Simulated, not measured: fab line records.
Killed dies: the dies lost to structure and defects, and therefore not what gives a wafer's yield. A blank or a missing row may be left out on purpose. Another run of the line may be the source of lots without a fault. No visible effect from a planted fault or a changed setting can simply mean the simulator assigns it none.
Matching of chambers -- flow berkeley_cmos170 -- 3 sister chambers for UCB170_V1_CVD_00 on pecvd-04
The step deposits SiO2 from TEOS/O2, target thk 2000 nm, time 250 s. 3 wafers are shown with their chamber, then 7 later ones without.

== WAFERS WITH THEIR CHAMBER ==
wafer,chamber,heater_power_w (W)
L889.3,1,291
L889.4,0,307
L892.4,2,233

== WAFERS WITH NO CHAMBER GIVEN ==
wafer,heater_power_w (W)
L892.5,246
L894.1,323
L894.4,246
L894.5,304
L893.2,249
L893.5,308
L893.6,231

== THE CHAMBER EACH PASSED THROUGH ==
wafer,from the rows above,in truth
L892.5,2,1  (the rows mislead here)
L894.1,can't be placed: 0 or 1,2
L894.4,2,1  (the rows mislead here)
L894.5,can't be placed: 0 or 1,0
L893.2,2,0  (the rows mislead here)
L893.5,can't be placed: 0 or 1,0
L893.6,2,2
Correctly placed: 1 of 7. From these rows, 3 cannot be placed; in 2 the true chamber is one of the candidates. Placed wrongly: 3.
How it was worked out, from the rows above alone: a wafer's distance from a chamber is the root of the sum, over the readings, of the square of ((its reading less the chamber's mean) divided by the reading's scatter). If the next closest chamber is less than 2 further off than the closest, the wafer can't be placed; otherwise it belongs to the closest. A chamber's mean is the mean of its shown wafers. The scatter: root of mean squared gap, hidden wafer to nearest shown wafer, with one shown wafer a chamber.
